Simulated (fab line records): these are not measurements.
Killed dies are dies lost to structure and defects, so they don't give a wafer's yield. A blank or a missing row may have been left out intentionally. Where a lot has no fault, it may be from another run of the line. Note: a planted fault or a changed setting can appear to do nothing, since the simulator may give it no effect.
fab line records ; flow berkeley_cmos170
record lots=14; wafers=42; last_day=11
route steps=331 shown NWELL@18 PWELL@37 ACTIVE@74
lots that met no fault: taken from a fault-free run of the same line
start_h: start of the lot's first displayed wafer, in hours after the record's first day ; wait_h: how many hours have passed since the lot's step before this one ; " the same as in the row above ; L1.1+2: a single row standing in for several wafers ; - no value, or no start was given ; * or withheld: withheld ; < > ~ a bound
route shown NAME@n: a module of which the file shows steps, and the number in the route of the first ; usual: average and standard deviation across the fault-free wafers ; same: alike in all rows ; chamber/n: place in a boat ; sites: per-site readings ; _std_site: standard deviation across them ; _edge_site: inner sites' mean taken away from outer sites' mean ; radius_mm: for every site, how far away it sits from the centre of the wafer ; mask NAME#n: copy n ; behind: the last tool/chamber to shape the wafer ; hold: why the lot went on hold/how many hours it stayed there/how the hold came to an end ; device: the transistor (n, p or np) that didn't switch ; end of line: tests run on the same wafers once the route is complete ; step lacking rows: just its recipe ; killed: not the wafer's yield, but the dies lost to structure and defects at the first sort ; map: shows each die of a wafer: x if killed, . if not, _ if none is there
set.NAME: setting as actually run; set.NAME@STEP: the setting as run at that earlier step ; model.NAME: the simulator's own value behind a step, which no gauge read
a sample of lots followed through the steps of the route, with each step as a table and each wafer as a row
services: a tool's chamber out of use, with start hour (start_h, from the record's first day; less than 0 if before it), hours out, and reason
## steps
# step UCB170_NWELL_CVD_04
# recipe material=Si3N4; target_thk_nm=224; temp_c=800; precursor=SiH2Cl2/NH3; time_s=3360; pressure_mtorr=200; sih2cl2_flow_sccm=25; nh3_flow_sccm=75
# usual nh3_flow_sccm=75.05/0.21
lot.wafer;tool;chamber;start_h;wait_h;nh3_flow_sccm
L826.2;lpcvd-02;0;30.63;0.2;74.99
L826.3;lpcvd-02;0;30.63;0.2;75.03
L826.6;lpcvd-02;0;30.63;0.2;75.12
L827.2;lpcvd-01;1;39.18;0.9;74.89
L827.5;lpcvd-01;1;39.18;0.9;74.94
L827.6;lpcvd-01;1;39.18;0.9;75.21
L828.1;lpcvd-02;0;44.03;0.0;74.99
L828.2;lpcvd-02;0;44.03;0.0;75.03
L828.4;lpcvd-02;0;44.03;0.0;74.90
L829.1;lpcvd-01;0;49.20;0.0;74.96
L829.4;lpcvd-01;0;49.20;0.0;75.31
L829.6;lpcvd-01;0;49.20;0.0;75.05
L830.2;lpcvd-01;0;49.20;0.0;75.30
L830.3;lpcvd-01;0;49.20;0.0;75.05
L830.5;lpcvd-01;0;49.20;0.0;74.89
L833.1;lpcvd-02;1;65.11;0.0;74.95
L833.2;lpcvd-02;1;65.11;0.0;75.06
L833.5;lpcvd-02;1;65.11;0.0;74.88
L835.4;lpcvd-02;0;70.47;0.0;112.67
L835.5;lpcvd-02;0;70.47;0.0;112.54
L835.6;lpcvd-02;0;70.47;0.0;112.53
L836.1;lpcvd-01;1;73.36;0.0;74.75
L836.2;lpcvd-01;1;73.36;0.0;74.96
L836.3;lpcvd-01;1;73.36;0.0;74.63
L839.2;lpcvd-02;1;93.86;1.3;112.63
L839.3;lpcvd-02;1;93.86;1.3;112.75
L839.5;lpcvd-02;1;93.86;1.3;112.50
L841.2;lpcvd-01;1;100.64;0.0;75.24
L841.4;lpcvd-01;1;100.64;0.0;74.82
L841.6;lpcvd-01;1;100.64;0.0;75.15
L843.2;lpcvd-01;1;114.17;0.0;74.88
L843.4;lpcvd-01;1;114.17;0.0;75.00
L843.6;lpcvd-01;1;114.17;0.0;74.93
L846.1;lpcvd-01;1;134.87;0.3;75.24
L846.4;lpcvd-01;1;134.87;0.3;75.21
L846.6;lpcvd-01;1;134.87;0.3;75.49
L847.4;lpcvd-01;1;137.73;0.0;75.06
L847.5;lpcvd-01;1;137.73;0.0;74.87
L847.6;lpcvd-01;1;137.73;0.0;75.17
L849.3;lpcvd-02;1;146.02;0.3;74.94
L849.4;lpcvd-02;1;146.02;0.3;74.86
L849.5;lpcvd-02;1;146.02;0.3;75.19
# step UCB170_NWELL_THK_MEAS_05
# recipe reads=Si3N4_of_NWELL_CVD_04
# usual NWELL_NITRIDE_THK=224.6/2.3
lot.wafer;tool;chamber;start_h;wait_h;hold;NWELL_NITRIDE_THK[nm]
L826.2;film_metro-01;-;32.58;0.0;-;226.9
L826.3;film_metro-01;-;32.58;0.0;-;226.6
L826.6;film_metro-01;-;32.58;0.0;-;224.8
L827.2;film_metro-02;-;41.13;0.0;-;225.9
L827.5;film_metro-02;-;41.13;0.0;-;224.8
L827.6;film_metro-02;-;41.13;0.0;-;226.3
L828.1;film_metro-02;-;45.96;0.0;-;222.5
L828.2;film_metro-02;-;45.96;0.0;-;223.0
L828.4;film_metro-02;-;45.96;0.0;-;222.6
L829.1;film_metro-04;-;51.14;0.0;-;226.4
L829.4;film_metro-04;-;51.14;0.0;-;226.3
L829.6;film_metro-04;-;51.14;0.0;-;225.9
L830.2;film_metro-01;-;51.15;0.0;-;222.0
L830.3;film_metro-01;-;51.15;0.0;-;223.2
L830.5;film_metro-01;-;51.15;0.0;-;220.3
L833.1;film_metro-01;-;67.05;0.0;-;223.8
L833.2;film_metro-01;-;67.05;0.0;-;221.6
L833.5;film_metro-01;-;67.05;0.0;-;222.8
L835.4;film_metro-02;-;72.45;0.1;await_dispo/0.2h/release;310.4
L835.5;film_metro-02;-;72.45;0.1;await_dispo/0.2h/release;308.9
L835.6;film_metro-02;-;72.45;0.1;await_dispo/0.2h/release;308.4
L835.4;film_metro-02;-;72.68;0.2;-;309.9
L835.5;film_metro-02;-;72.68;0.2;-;309.1
L835.6;film_metro-02;-;72.68;0.2;-;308.4
L836.1;film_metro-02;-;75.29;0.0;-;224.1
L836.2;film_metro-02;-;75.29;0.0;-;223.4
L836.3;film_metro-02;-;75.29;0.0;-;224.6
L839.2;film_metro-01;-;95.80;0.0;await_dispo/0.2h/release;306.9
L839.3;film_metro-01;-;95.80;0.0;await_dispo/0.2h/release;308.5
L839.5;film_metro-01;-;95.80;0.0;await_dispo/0.2h/release;307.7
L839.2;film_metro-01;-;96.12;0.3;-;306.8
L839.3;film_metro-01;-;96.12;0.3;-;308.1
L839.5;film_metro-01;-;96.12;0.3;-;307.8
L841.2;film_metro-01;-;102.58;0.0;-;227.9
L841.4;film_metro-01;-;102.58;0.0;-;227.1
L841.6;film_metro-01;-;102.58;0.0;-;228.3
L843.2;film_metro-04;-;116.11;0.0;-;228.6
L843.4;film_metro-04;-;116.11;0.0;-;229.4
L843.6;film_metro-04;-;116.11;0.0;-;228.6
L846.1;film_metro-04;-;136.81;0.0;-;227.7
L846.4;film_metro-04;-;136.81;0.0;-;226.2
L846.6;film_metro-04;-;136.81;0.0;-;227.7
L847.4;film_metro-02;-;139.69;0.0;-;226.8
L847.5;film_metro-02;-;139.69;0.0;-;227.8
L847.6;film_metro-02;-;139.69;0.0;-;227.2
L849.3;film_metro-01;-;148.94;0.0;-;222.0
L849.4;film_metro-01;-;148.94;0.0;-;222.3
L849.5;film_metro-01;-;148.94;0.0;-;221.3
# step UCB170_NWELL_ETCH_13
# recipe chemistry=CH3F/Ar/O2; target=Si3N4; stop_on=SiO2; CH3F_flow_sccm=20; Ar_flow_sccm=50; O2_flow_sccm=7; pressure_mtorr=50; rf_w=450; target_depth_a=2464; over_etch_frac=0.1; time_s=154
# usual drypump_motor_current_A=5.62/0.28; oes_product_au=0.947/0.013; throttle_valve_pct=8.09/0.13
lot.wafer;tool;chamber;start_h;wait_h;drypump_motor_current_A;oes_product_au;rf_hours_counter_h;throttle_valve_pct
L826.2;rie_diel-02;3;33.83;0.0;5.65;0.940;88;7.95
L826.3;rie_diel-02;0;33.83;0.0;5.19;0.966;142;8.11
L826.6;rie_diel-02;1;33.83;0.0;5.37;0.938;-;7.91
L827.2;rie_diel-01;3;42.09;0.0;5.91;0.935;79;8.23
L827.5;rie_diel-01;2;42.09;0.0;5.48;0.942;-;8.08
L827.6;rie_diel-01;1;42.09;0.0;5.68;0.928;-;8.07
L828.1;rie_diel-04;2;46.90;0.0;6.34;0.953;113;7.85
L828.2;rie_diel-04;1;46.90;0.0;5.21;0.948;168;8.07
L828.4;rie_diel-04;0;46.90;0.0;5.55;0.965;89;8.25
L830.2;rie_diel-01;1;52.07;0.0;5.67;0.913;45;8.08
L830.3;rie_diel-01;3;52.07;0.0;5.92;0.947;79;8.22
L830.5;rie_diel-01;2;52.07;0.0;5.45;0.933;-;8.10
L829.1;rie_diel-04;3;52.35;0.0;5.83;0.950;37;8.00
L829.4;rie_diel-04;0;52.35;0.0;5.55;0.976;89;8.26
L829.6;rie_diel-04;1;52.35;0.0;5.22;0.949;-;8.07
L833.1;rie_diel-01;2;68.11;0.0;5.48;0.948;91;8.09
L833.2;rie_diel-01;0;68.11;0.0;5.72;0.949;50;8.31
L833.5;rie_diel-01;0;68.11;0.0;5.72;0.960;-;8.31
L836.1;rie_diel-02;2;76.48;0.0;5.68;0.953;78;8.11
L836.2;rie_diel-02;0;76.48;0.0;5.18;0.953;144;8.12
L836.3;rie_diel-02;1;76.48;0.0;5.37;0.942;74;7.92
L835.4;rie_diel-02;0;79.02;0.0;5.19;1.002;144;8.13
L835.5;rie_diel-02;2;79.02;0.0;5.73;0.996;-;8.11
L835.6;rie_diel-02;3;79.02;0.0;5.65;0.994;-;7.95
L839.2;rie_diel-02;2;97.79;0.0;5.65;0.998;79;8.12
L839.3;rie_diel-02;3;97.79;0.0;5.64;0.999;91;7.95
L839.5;rie_diel-02;0;97.79;0.0;5.21;1.006;-;8.12
L841.2;rie_diel-02;3;103.82;0.0;5.63;0.941;91;7.96
L841.4;rie_diel-02;1;103.82;0.0;5.41;0.952;76;7.90
L841.6;rie_diel-02;0;103.82;0.0;5.19;0.963;-;8.12
L843.2;rie_diel-04;1;117.64;0.0;5.22;0.953;0;8.07
L843.4;rie_diel-04;2;117.64;0.0;6.34;0.976;116;7.85
L843.6;rie_diel-04;2;117.64;0.0;6.32;0.970;-;7.86
L846.1;rie_diel-01;1;138.66;0.0;5.67;0.943;48;8.09
L846.4;rie_diel-01;2;138.66;0.0;5.46;0.958;93;8.08
L846.6;rie_diel-01;0;138.66;0.0;5.71;0.971;-;8.31
L847.4;rie_diel-04;3;140.88;0.0;5.84;0.951;42;8.01
L847.5;rie_diel-04;2;140.88;0.0;6.33;0.972;-;7.85
L847.6;rie_diel-04;1;140.88;0.0;5.23;0.948;-;8.06
L849.3;rie_diel-02;2;151.09;0.0;5.74;0.949;82;8.12
L849.4;rie_diel-02;0;151.09;0.0;5.19;0.946;147;8.11
L849.5;rie_diel-02;0;151.09;0.0;5.19;0.944;-;8.12
# step UCB170_PWELL_THK_MEAS_03
# recipe reads=SiO2_of_PWELL_OXIDATION_02
# usual PWELL_OXIDE_THK=26.4/0.53
lot.wafer;tool;chamber;start_h;wait_h;PWELL_OXIDE_THK[nm]
L826.2;film_metro-04;-;42.43;0.0;27.3
L826.3;film_metro-04;-;42.43;0.0;26.5
L826.6;film_metro-04;-;42.43;0.0;27.2
L827.2;film_metro-02;-;50.44;0.0;26.0
L827.5;film_metro-02;-;50.44;0.0;25.8
L827.6;film_metro-02;-;50.44;0.0;26.1
L828.1;film_metro-03;-;58.21;0.0;26.3
L828.2;film_metro-03;-;58.21;0.0;27.1
L828.4;film_metro-03;-;58.21;0.0;26.7
L829.1;film_metro-02;-;62.87;0.0;27.1
L829.4;film_metro-02;-;62.87;0.0;27.0
L829.6;film_metro-02;-;62.87;0.0;26.8
L830.2;film_metro-03;-;62.92;0.1;26.5
L830.3;film_metro-03;-;62.92;0.1;26.3
L830.5;film_metro-03;-;62.92;0.1;26.7
L833.1;film_metro-03;-;76.46;0.0;26.7
L833.2;film_metro-03;-;76.46;0.0;26.7
L833.5;film_metro-03;-;76.46;0.0;27.1
L836.1;film_metro-04;-;85.29;0.0;25.9
L836.2;film_metro-04;-;85.29;0.0;25.5
L836.3;film_metro-04;-;85.29;0.0;25.4
L841.2;film_metro-02;-;112.94;0.0;26.5
L841.4;film_metro-02;-;112.94;0.0;26.0
L841.6;film_metro-02;-;112.94;0.0;25.9
L843.2;film_metro-04;-;125.02;0.0;25.4
L843.4;film_metro-04;-;125.02;0.0;25.0
L843.6;film_metro-04;-;125.02;0.0;25.5
L846.1;film_metro-02;-;148.90;0.0;26.2
L846.4;film_metro-02;-;148.90;0.0;25.5
L846.6;film_metro-02;-;148.90;0.0;25.7
L847.4;film_metro-03;-;148.93;0.0;26.5
L847.5;film_metro-03;-;148.93;0.0;26.2
L847.6;film_metro-03;-;148.93;0.0;26.8
L849.3;film_metro-03;-;163.00;0.0;26.9
L849.4;film_metro-03;-;163.00;0.0;26.8
L849.5;film_metro-03;-;163.00;0.0;26.7
# step UCB170_PWELL_ETCH_14
# recipe chemistry=CH3F/Ar/O2; target=Si3N4; stop_on=SiO2; CH3F_flow_sccm=20; Ar_flow_sccm=50; O2_flow_sccm=7; pressure_mtorr=50; rf_w=450; target_depth_a=2420; over_etch_frac=0.1; time_s=151
# usual drypump_motor_current_A=5.6/0.37; oes_product_au=0.946/0.014; throttle_valve_pct=8.00/0.12
lot.wafer;tool;chamber;start_h;wait_h;drypump_motor_current_A;oes_product_au;rf_hours_counter_h;throttle_valve_pct
L826.2;rie_diel-02;1;49.24;0.0;5.4;0.945;73;7.93
L826.3;rie_diel-02;3;49.24;0.0;5.6;0.940;88;7.97
L826.6;rie_diel-02;3;49.24;0.0;5.6;0.939;-;7.95
L827.2;rie_diel-03;3;59.95;0.0;5.9;0.908;76;8.12
L827.5;rie_diel-03;1;59.95;0.0;5.7;0.953;-;7.91
L827.6;rie_diel-03;2;59.95;0.0;5.0;0.939;-;7.84
L828.1;rie_diel-04;1;65.54;0.0;5.2;0.942;169;8.07
L828.2;rie_diel-04;3;65.54;0.0;5.8;0.938;38;8.03
L828.4;rie_diel-04;0;65.54;0.0;5.5;0.957;90;8.26
L829.1;rie_diel-03;3;69.22;0.0;5.9;0.924;76;8.14
L829.4;rie_diel-03;0;69.22;0.0;5.2;0.937;17;7.94
L829.6;rie_diel-03;1;69.22;0.0;5.7;0.971;-;7.90
L830.2;rie_diel-02;2;69.47;0.0;5.7;0.956;78;8.11
L830.3;rie_diel-02;3;69.47;0.0;5.6;0.930;89;7.96
L830.5;rie_diel-02;3;69.47;0.0;5.7;0.934;-;7.96
L833.1;rie_diel-02;3;84.00;0.0;5.6;0.925;90;7.97
L833.2;rie_diel-02;1;84.00;0.0;5.4;0.942;75;7.91
L833.5;rie_diel-02;0;84.00;0.0;5.2;0.945;-;8.10
L836.1;rie_diel-03;1;92.55;0.0;5.7;0.960;15;7.91
L836.2;rie_diel-03;0;92.55;0.0;5.1;0.935;18;7.95
L836.3;rie_diel-03;2;92.55;0.0;5.0;0.942;130;7.82
L841.2;rie_diel-02;3;119.88;0.0;5.7;0.929;92;7.95
L841.4;rie_diel-02;2;119.88;0.0;5.7;0.954;80;8.09
L841.6;rie_diel-02;0;119.88;0.0;5.2;0.948;-;8.10
L843.2;rie_diel-03;1;132.55;0.0;5.7;0.967;17;7.93
L843.4;rie_diel-03;0;132.55;0.0;5.1;0.933;-;7.94
L843.6;rie_diel-03;1;132.55;0.0;5.7;0.957;-;7.90
L847.4;rie_diel-04;2;155.17;0.0;6.3;0.953;118;7.86
L847.5;rie_diel-04;0;155.17;0.0;5.5;0.956;-;8.24
L847.6;rie_diel-04;3;155.17;0.0;5.8;0.940;-;8.04
L846.1;rie_diel-02;1;155.31;0.0;5.4;0.938;78;7.91
L846.4;rie_diel-02;3;155.31;0.0;5.7;0.923;94;7.94
L846.6;rie_diel-02;3;155.31;0.0;5.6;0.931;-;7.97
L849.3;rie_diel-02;0;168.97;0.0;5.2;0.957;148;8.11
L849.4;rie_diel-02;3;168.97;0.0;5.7;0.935;94;7.94
L849.5;rie_diel-02;3;168.97;0.0;5.7;0.946;-;7.95
# step UCB170_ACTIVE_OVL_MEAS_14
# usual ACTIVE_OVL=0/4.5
lot.wafer;tool;chamber;start_h;wait_h;ACTIVE_OVL[nm]
L826.2;overlay-01;-;71.57;0.1;-3
L826.3;overlay-01;-;71.57;0.1;-7
L826.6;overlay-01;-;71.57;0.1;1
L827.2;overlay-01;-;85.12;0.1;6
L827.5;overlay-01;-;85.12;0.1;4
L827.6;overlay-01;-;85.12;0.1;5
L828.1;overlay-01;-;93.26;0.1;-1
L828.2;overlay-01;-;93.26;0.1;-2
L828.4;overlay-01;-;93.26;0.1;-2
L830.2;overlay-01;-;99.32;0.1;-9
L830.3;overlay-01;-;99.32;0.1;-2
L830.5;overlay-01;-;99.32;0.1;3
L829.1;overlay-02;-;99.55;0.1;-5
L829.4;overlay-02;-;99.55;0.1;-3
L829.6;overlay-02;-;99.55;0.1;-3
L833.1;overlay-02;-;108.18;0.1;1
L833.2;overlay-02;-;108.18;0.1;-6
L833.5;overlay-02;-;108.18;0.1;7
L836.1;overlay-01;-;120.03;0.1;-2
L836.2;overlay-01;-;120.03;0.1;-1
L836.3;overlay-01;-;120.03;0.1;5
L841.2;overlay-01;-;147.52;0.1;-8
L841.4;overlay-01;-;147.52;0.1;-6
L841.6;overlay-01;-;147.52;0.1;-9
L843.2;overlay-01;-;159.35;0.1;-3
L843.4;overlay-01;-;159.35;0.1;3
L843.6;overlay-01;-;159.35;0.1;5
L847.4;overlay-02;-;185.52;0.1;-2
L847.5;overlay-02;-;185.52;0.1;-2
L847.6;overlay-02;-;185.52;0.1;-2
L846.1;overlay-01;-;186.23;0.1;6
L846.4;overlay-01;-;186.23;0.1;8
L846.6;overlay-01;-;186.23;0.1;1
L849.3;overlay-01;-;194.24;0.1;-7
L849.4;overlay-01;-;194.24;0.1;-7
L849.5;overlay-01;-;194.24;0.1;3
## services
tool;chamber;start_h;hours;kind
rie_diel-02;3;7.95;5.6;repair
rie_diel-03;-;30.50;0.8;repair
rie_diel-03;0;31.01;9.0;repair
rie_diel-04;2;32.96;4.8;repair
rie_diel-01;0;40.16;17.1;repair
rie_diel-04;-;74.99;14.6;pm
lpcvd-02;-;78.05;0.5;repair
rie_diel-03;3;87.26;10.4;repair
rie_diel-04;1;89.59;-;clean
rie_diel-04;1;89.59;23.2;scheduled_down
rie_diel-04;1;89.59;23.2;vent_cycle
rie_diel-04;-;113.87;2.8;pm
rie_diel-01;1;126.14;3.7;repair
rie_diel-03;2;130.52;6.6;repair
rie_diel-03;0;139.13;9.1;repair
## key
first_sign step=UCB170_NWELL_CVD_04; reading=nh3_flow_sccm; direction=up; sigmas=99+; usual=75.05; struck=112.60
effect step=UCB170_NWELL_THK_MEAS_05; reading=visit; direction=added
effect step=UCB170_NWELL_THK_MEAS_05; reading=NWELL_NITRIDE_THK; direction=up; sigmas=37; usual=224.6; struck=308.4
effect step=UCB170_NWELL_ETCH_13; reading=oes_product_au; direction=up; sigmas=4.1; usual=0.947; struck=0.999
met_at UCB170_NWELL_CVD_04
struck_lots L835,L839
later_rows_left_out L835.4,L835.5,L835.6,L839.2,L839.3,L839.5
sort_left_out L835.4,L835.5,L835.6,L839.2,L839.3,L839.5
tester_left_out L835,L839
not_acting_at UCB170_PWELL_THK_MEAS_03,UCB170_PWELL_ETCH_14,UCB170_ACTIVE_OVL_MEAS_14
onset_between 65.11 70.47
fault kind=process_parameter_drift; tool=lpcvd-02; chamber=-; onset_h=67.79; steps=UCB170_NWELL_CVD_04; channel=nh3_flow_sccm; offset=37.5; shape=step; end_h=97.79; acts_in=these_recipes_only; stated=75
# tester_left_out: of these lots the tester's yield and bins aren't shown, on N5 and GAA mostly nor the transistor test; their killed dies are dies lost to structure and defects alone, not to doping, threshold or leakage, so they don't give the yield
# sort_left_out: the simulated sort isn't trusted on such a fault, so these wafers' sort isn't shown, and their yield isn't known
# later_rows_left_out: the simulator's readings of these wafers behind a module that went badly wrong aren't trusted and aren't shown, but for the sort
